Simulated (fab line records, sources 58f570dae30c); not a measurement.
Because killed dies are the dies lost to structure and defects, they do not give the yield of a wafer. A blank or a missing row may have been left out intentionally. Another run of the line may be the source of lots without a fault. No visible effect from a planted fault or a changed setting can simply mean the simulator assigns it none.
8D (eight disciplines) problem report, filled in by code :: flow berkeley cmos170 :: the parts of the form that need people (team, actions taken, sign-off) are left out

== 1. WHAT WENT WRONG ==
At UCB170_M1_ETCH_11, chamber pressure mTorr averages 36.007 mTorr over 6 wafers from 2 lots, while fault-free wafers read 30.002 mTorr, standard deviation 0.028. So: +99 or more standard deviations from the usual mean.
The step: etches BARC in N2/H2.
Seen first at day 12 11:44 on rie diel-04, wafer L222.1. Wafers with a number at this step in the record: 42, from 14 lots. Rule for "out", or "out of limits": more than 4 standard deviations from the usual mean. Any other wafer with a number is counted as sound.

== 2. WHAT IT IS; WHAT IT IS NOT ==
question: which readings at this step
is: chamber pressure mTorr
is not: drypump motor current A, oes product au, throttle valve pct

question: which lots
is: L222, L223
is not: L204, L205, L206, L207, L208, L210, L211, L213, L215, L216, L221, L224

question: which wafers of those lots
is: all that have a number
is not: -

question: read on which tools
is: rie diel-04
is not: rie diel-02, rie diel-03

question: when
is: from day 12 11:44
is not: up to then (33 sound wafers); but 3 sound wafers of L224 came after

== 3. SUSPECTS, AND WHAT RULES EACH OUT ==
Counting: a tool stays on the suspect list if, at a process step up to the reading, it processed all lots that are out and no sound lot following the first of them.
- rie diel-03 at UCB170_CONTACT_ETCH_17 (etches BARC in N2/H2): kept. It ran every lot that is out, first L222 (day 12 09:47), and no sound lot after that; its last sound lot up to then is L213 (day 10 03:54).
- rie diel-04 at UCB170_M1_ETCH_11 (etches BARC in N2/H2): kept. It ran every lot that is out, first L222 (day 12 11:44), and no sound lot after that; its last sound lot up to then is L215 (day 10 17:34). Its own chamber pressure mTorr readings are out on those wafers.
After counting, rie diel-03 at UCB170_CONTACT_ETCH_17 and rie diel-04 at UCB170_M1_ETCH_11 remain.

== 4. THE CAUSE (what the simulator had put in) ==
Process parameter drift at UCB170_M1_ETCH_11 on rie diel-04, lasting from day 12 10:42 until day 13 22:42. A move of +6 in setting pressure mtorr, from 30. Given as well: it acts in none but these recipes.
After counting, 2 suspects remain, this tool included.

== 5. THE EFFECT CHAIN, in route order ==
One row per reading whose mean, taken over the struck wafers that have a number, lies over 3 standard deviations from the usual. Only readings whose record carries a usual standard deviation are examined. hours: median over the lots of the time between each lot's start at the first step of this table that gives one and its start at this step. sigmas: the change, counted in usual standard deviations.
hours: 0
step: UCB170_M1_ETCH_11
reading: chamber pressure mTorr
usual: 30.002 mTorr
on struck wafers: 36.007
change: +6.005
sigmas: +99 or more
It contains these process steps:
- UCB170_M1_ETCH_11: etches BARC in N2/H2.

== 6. HOW IT WOULD HAVE BEEN CAUGHT EARLIER ==
In this record the first reading out of limits was taken at day 12 11:44, 1 hour after the fault began at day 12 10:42.
